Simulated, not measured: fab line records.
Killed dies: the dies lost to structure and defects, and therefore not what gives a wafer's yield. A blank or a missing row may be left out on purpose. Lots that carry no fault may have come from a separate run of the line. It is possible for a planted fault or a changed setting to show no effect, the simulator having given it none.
Which of the tools did it? / flow berkeleyCmos170 / 14 lots with 38 wafers sampled at 5 steps, on a route of 331 steps

WHAT EACH GAUGE READ, for each wafer
UCB170_CONTACT_CD_MEAS_15 targets a cd of 700 nm. Usual: cdNm 700.3 nm, standard deviation 1.4.
lot=L996; measured=day 7 00:41; on=cdSem-02; cdNm (nm)=698.2 699.8 698.7; flag=
lot=L998; measured=day 7 01:39; on=cdSem-02; cdNm (nm)=698.6 700.7 699.1; flag=
lot=L997; measured=day 7 01:54; on=cdSem-02; cdNm (nm)=700.3 699.7 700.8; flag=
lot=L100; measured=day 7 11:59; on=cdSem-02; cdNm (nm)=699.8 701.7 700.8; flag=
lot=L102; measured=day 8 05:19; on=cdSem-02; cdNm (nm)=701.6 700.1 701.0; flag=
lot=L105; measured=day 8 15:21; on=cdSem-02; cdNm (nm)=700.8 698.6 700.7; flag=
lot=L108; measured=day 8 17:53; on=cdSem-01; cdNm (nm)=701.6 700.4 701.4; flag=
lot=L109; measured=day 8 18:03; on=cdSem-01; cdNm (nm)=700.4 701.3 700.0; flag=
lot=L104; measured=day 8 18:17; on=cdSem-01; cdNm (nm)=702.8 702.3 701.4; flag=
lot=L106; measured=day 8 18:24; on=cdSem-01; cdNm (nm)=699.3 698.3 698.6; flag=
lot=L111; measured=day 9 16:07; on=cdSem-02; cdNm (nm)=699.7 697.5 699.3; flag=
lot=L115; measured=day 10 22:10; on=cdSem-01; cdNm (nm)=701.4 700.4 699.3; flag=
lot=L114; measured=day 10 21:56; on=cdSem-01; cdNm (nm)=702.0; flag=
lot=L118; measured=day 11 15:07; on=cdSem-01; cdNm (nm)=700.7; flag=

UCB170_M1_OVL_MEAS_10. Usual: M1_OVL typically reads 0 nm, with standard deviation 4.9.
lot=L996; measured=day 7 02:50; on=overlay-02; M1_OVL (nm)=10 2 3; flag=
lot=L998; measured=day 7 04:07; on=overlay-02; M1_OVL (nm)=10 6 6; flag=
lot=L997; measured=day 7 04:29; on=overlay-01; M1_OVL (nm)=-5 -4 8; flag=
lot=L100; measured=day 7 14:16; on=overlay-01; M1_OVL (nm)=9 11 12; flag=
lot=L102; measured=day 8 08:44; on=overlay-02; M1_OVL (nm)=-2 5 0; flag=
lot=L105; measured=day 8 17:53; on=overlay-02; M1_OVL (nm)=2 -5 -1; flag=
lot=L108; measured=day 8 20:23; on=overlay-02; M1_OVL (nm)=-5 0 -2; flag=
lot=L109; measured=day 8 20:44; on=overlay-01; M1_OVL (nm)=-3 1 0; flag=
lot=L104; measured=day 8 21:05; on=overlay-01; M1_OVL (nm)=-1 -4 1; flag=
lot=L106; measured=day 8 21:12; on=overlay-02; M1_OVL (nm)=0 1 -8; flag=
lot=L111; measured=day 9 18:25; on=overlay-02; M1_OVL (nm)=-7 1 -2; flag=
lot=L115; measured=day 11 00:55; on=overlay-01; M1_OVL (nm)=3 1 0; flag=
lot=L114; measured=day 11 00:55; on=overlay-02; M1_OVL (nm)=-2; flag=
lot=L118; measured=day 11 17:49; on=overlay-01; M1_OVL (nm)=0; flag=

UCB170_V1_THK_MEAS_01. Usual: V1_TEOS_THK typically reads 2001 nm, with standard deviation 32.
lot=L996; measured=day 7 04:51; on=filmMetro-04; V1_TEOS_THK (nm)=2028 2002 2033; flag=
lot=L998; measured=day 7 06:19; on=filmMetro-04; V1_TEOS_THK (nm)=1977 1976 2016; flag=
lot=L997; measured=day 7 07:26; on=filmMetro-02; V1_TEOS_THK (nm)=1965 1976 2004; flag=
lot=L100; measured=day 7 17:22; on=filmMetro-04; V1_TEOS_THK (nm)=1977 2030 1995; flag=
lot=L102; measured=day 8 14:43; on=filmMetro-04; V1_TEOS_THK (nm)=1990 2004 2001; flag=
lot=L105; measured=day 9 00:29; on=filmMetro-01; V1_TEOS_THK (nm)=1981 2009 2023; flag=
lot=L108; measured=day 9 00:24; on=filmMetro-02; V1_TEOS_THK (nm)=1963 1975 1973; flag=
lot=L109; measured=day 9 00:43; on=filmMetro-01; V1_TEOS_THK (nm)=2029 2025 2018; flag=
lot=L104; measured=day 9 00:32; on=filmMetro-02; V1_TEOS_THK (nm)=1965 2033 1981; flag=
lot=L106; measured=day 9 00:32; on=filmMetro-04; V1_TEOS_THK (nm)=2005 2012 2012; flag=
lot=L111; measured=day 9 21:44; on=filmMetro-01; V1_TEOS_THK (nm)=1991 2029 2022; flag=
lot=L115; measured=day 11 04:37; on=filmMetro-02; V1_TEOS_THK (nm)=2007 2052 2054; flag=
lot=L114; measured=day 11 04:38; on=filmMetro-01; V1_TEOS_THK (nm)=3224; flag=OFF
lot=L118; measured=day 11 21:46; on=filmMetro-04; V1_TEOS_THK (nm)=3281; flag=OFF

WHICH TOOL RAN EACH LOT (tool, then ch and the chambers of the sampled wafers, then the start)
lot=L996; UCB170_SILICIDE_RTA_04=rtpAnneal-02 ch 0, day 6 20:39; UCB170_V1_CVD_00=pecvd-03 ch 0,2, day 7 04:41
lot=L998; UCB170_SILICIDE_RTA_04=rtpAnneal-02 ch 0, day 6 21:01; UCB170_V1_CVD_00=pecvd-04 ch 0,2, day 7 06:09
lot=L997; UCB170_SILICIDE_RTA_04=rtpAnneal-02 ch 0, day 6 21:39; UCB170_V1_CVD_00=pecvd-02 ch 0,2, day 7 07:16
lot=L100; UCB170_SILICIDE_RTA_04=rtpAnneal-01 ch 0, day 7 05:44; UCB170_V1_CVD_00=pecvd-02 ch 0,1,2, day 7 17:12
lot=L102; UCB170_SILICIDE_RTA_04=rtpAnneal-01 ch 0, day 7 19:40; UCB170_V1_CVD_00=pecvd-03 ch 0,1,2, day 8 14:33
lot=L105; UCB170_SILICIDE_RTA_04=rtpAnneal-02 ch 0, day 8 11:25; UCB170_V1_CVD_00=pecvd-02 ch 1,2, day 9 00:14
lot=L108; UCB170_SILICIDE_RTA_04=rtpAnneal-01 ch 0, day 8 11:43; UCB170_V1_CVD_00=pecvd-04 ch 0,2, day 9 00:14
lot=L109; UCB170_SILICIDE_RTA_04=rtpAnneal-01 ch 0, day 8 12:09; UCB170_V1_CVD_00=pecvd-02 ch 1,2, day 9 00:28
lot=L104; UCB170_SILICIDE_RTA_04=rtpAnneal-02 ch 0, day 8 12:23; UCB170_V1_CVD_00=pecvd-04 ch 1,2, day 9 00:23
lot=L106; UCB170_SILICIDE_RTA_04=rtpAnneal-01 ch 0, day 8 12:25; UCB170_V1_CVD_00=pecvd-03 ch 0,1,2, day 9 00:23
lot=L111; UCB170_SILICIDE_RTA_04=rtpAnneal-01 ch 0, day 9 10:31; UCB170_V1_CVD_00=pecvd-03 ch 0,1, day 9 21:34
lot=L115; UCB170_SILICIDE_RTA_04=rtpAnneal-02 ch 0, day 10 15:34; UCB170_V1_CVD_00=pecvd-04 ch 0,1, day 11 04:27
lot=L114; UCB170_SILICIDE_RTA_04=rtpAnneal-01 ch 0, day 10 15:36; UCB170_V1_CVD_00=pecvd-02 ch 0, day 11 04:31
lot=L118; UCB170_SILICIDE_RTA_04=rtpAnneal-02 ch 0, day 11 07:33; UCB170_V1_CVD_00=pecvd-02 ch 0, day 11 21:39
- UCB170_SILICIDE_RTA_04: time 15 s.
- UCB170_V1_CVD_00: deposits SiO2 from TEOS/O2, target thk 2000 nm, time 250 s.

AS READ BY THE TOOLS THEMSELVES (means over the sampled wafers that have a number; for cases with no such wafer, the mark the record gives instead)
UCB170_SILICIDE_RTA_04. Usual: lampPowerPct 9.41 %, standard deviation 0.21; wafer_temp_C_max 652.6, standard deviation 0.72.
lot=L996; tool=rtpAnneal-02; lampPowerPct (%)=9.61; wafer_temp_C_max=652.6; flag=
lot=L998; tool=rtpAnneal-02; lampPowerPct (%)=9.60; wafer_temp_C_max=653.6; flag=
lot=L997; tool=rtpAnneal-02; lampPowerPct (%)=9.60; wafer_temp_C_max=653.0; flag=
lot=L100; tool=rtpAnneal-01; lampPowerPct (%)=9.19; wafer_temp_C_max=652.4; flag=
lot=L102; tool=rtpAnneal-01; lampPowerPct (%)=9.19; wafer_temp_C_max=651.6; flag=
lot=L105; tool=rtpAnneal-02; lampPowerPct (%)=9.60; wafer_temp_C_max=653.6; flag=
lot=L108; tool=rtpAnneal-01; lampPowerPct (%)=9.18; wafer_temp_C_max=652.1; flag=
lot=L109; tool=rtpAnneal-01; lampPowerPct (%)=9.19; wafer_temp_C_max=651.6; flag=
lot=L104; tool=rtpAnneal-02; lampPowerPct (%)=9.60; wafer_temp_C_max=653.0; flag=
lot=L106; tool=rtpAnneal-01; lampPowerPct (%)=9.19; wafer_temp_C_max=652.3; flag=
lot=L111; tool=rtpAnneal-01; lampPowerPct (%)=9.20; wafer_temp_C_max=652.2; flag=
lot=L115; tool=rtpAnneal-02; lampPowerPct (%)=9.60; wafer_temp_C_max=652.8; flag=
lot=L114; tool=rtpAnneal-01; lampPowerPct (%)=9.19; wafer_temp_C_max=652.5; flag=
lot=L118; tool=rtpAnneal-02; lampPowerPct (%)=9.60; wafer_temp_C_max=652.1; flag=

UCB170_V1_CVD_00. Usual: heaterPowerW 264 W, standard deviation 75; pressureMtorr 9000 mTorr, standard deviation 19; runLengthS 277.6 s, standard deviation 0.53.
lot=L996; tool=pecvd-03; heaterPowerW (W)=255; pressureMtorr (mTorr)=8987; runLengthS (s)=277.2; flag=
lot=L998; tool=pecvd-04; heaterPowerW (W)=251; pressureMtorr (mTorr)=9007; runLengthS (s)=277.7; flag=
lot=L997; tool=pecvd-02; heaterPowerW (W)=321; pressureMtorr (mTorr)=9010; runLengthS (s)=277.5; flag=
lot=L100; tool=pecvd-02; heaterPowerW (W)=276; pressureMtorr (mTorr)=8989; runLengthS (s)=277.7; flag=
lot=L102; tool=pecvd-03; heaterPowerW (W)=246; pressureMtorr (mTorr)=8985; runLengthS (s)=277.7; flag=
lot=L105; tool=pecvd-02; heaterPowerW (W)=325; pressureMtorr (mTorr)=9015; runLengthS (s)=277.2; flag=
lot=L108; tool=pecvd-04; heaterPowerW (W)=310; pressureMtorr (mTorr)=9001; runLengthS (s)=277.4; flag=
lot=L109; tool=pecvd-02; heaterPowerW (W)=321; pressureMtorr (mTorr)=9009; runLengthS (s)=277.4; flag=
lot=L104; tool=pecvd-04; heaterPowerW (W)=349; pressureMtorr (mTorr)=8986; runLengthS (s)=277.4; flag=
lot=L106; tool=pecvd-03; heaterPowerW (W)=227; pressureMtorr (mTorr)=8998; runLengthS (s)=277.6; flag=
lot=L111; tool=pecvd-03; heaterPowerW (W)=189; pressureMtorr (mTorr)=9014; runLengthS (s)=278.1; flag=
lot=L115; tool=pecvd-04; heaterPowerW (W)=234; pressureMtorr (mTorr)=8982; runLengthS (s)=278.1; flag=
lot=L114; tool=pecvd-02; heaterPowerW (W)=229; pressureMtorr (mTorr)=9008; runLengthS (s)=437.6; flag=OFF
lot=L118; tool=pecvd-02; heaterPowerW (W)=224; pressureMtorr (mTorr)=8954; runLengthS (s)=438.6; flag=OFF

THE ANSWER, worked out from the rows above alone
Rule: a lot counts as off when the mean over its wafers that have a number is more than 3 standard deviations away from the usual mean. A lot without any number at a reading at which 4 lots or more have one is off too. All remaining lots with rows at the step are treated as sound. The gauges are gone through in route order, then the tools' own readings, and for those a lot's mean is taken as printed above. At the first step where some lot is off, the reading lying furthest off is the one used; lots without a number count as furthest.
Off: at UCB170_V1_THK_MEAS_01 (V1_TEOS_THK), L114, L118.
If a tool, at a process step before that reading, ran all the lots that are off and no sound lot after the first of them, it fits. Not tried: the gauges at UCB170_V1_THK_MEAS_01; whatever is off there is also off at UCB170_V1_CVD_00, on other tools, and gauge error can't account for it. One fits: pecvd-02 at UCB170_V1_CVD_00. A fault onset in the window from L109 (day 9 00:28, its last sound lot) to L114 (day 11 04:31, its first lot off) fits.
On the lots that are off, the tool's own readings at UCB170_V1_CVD_00 differ by more than 5 times the standard deviation of the sound lots' means, which bears it out; runLengthS reads 438.1 s there versus 277.6 s on the sound lots.

WHAT THE SIMULATOR HAD PUT IN
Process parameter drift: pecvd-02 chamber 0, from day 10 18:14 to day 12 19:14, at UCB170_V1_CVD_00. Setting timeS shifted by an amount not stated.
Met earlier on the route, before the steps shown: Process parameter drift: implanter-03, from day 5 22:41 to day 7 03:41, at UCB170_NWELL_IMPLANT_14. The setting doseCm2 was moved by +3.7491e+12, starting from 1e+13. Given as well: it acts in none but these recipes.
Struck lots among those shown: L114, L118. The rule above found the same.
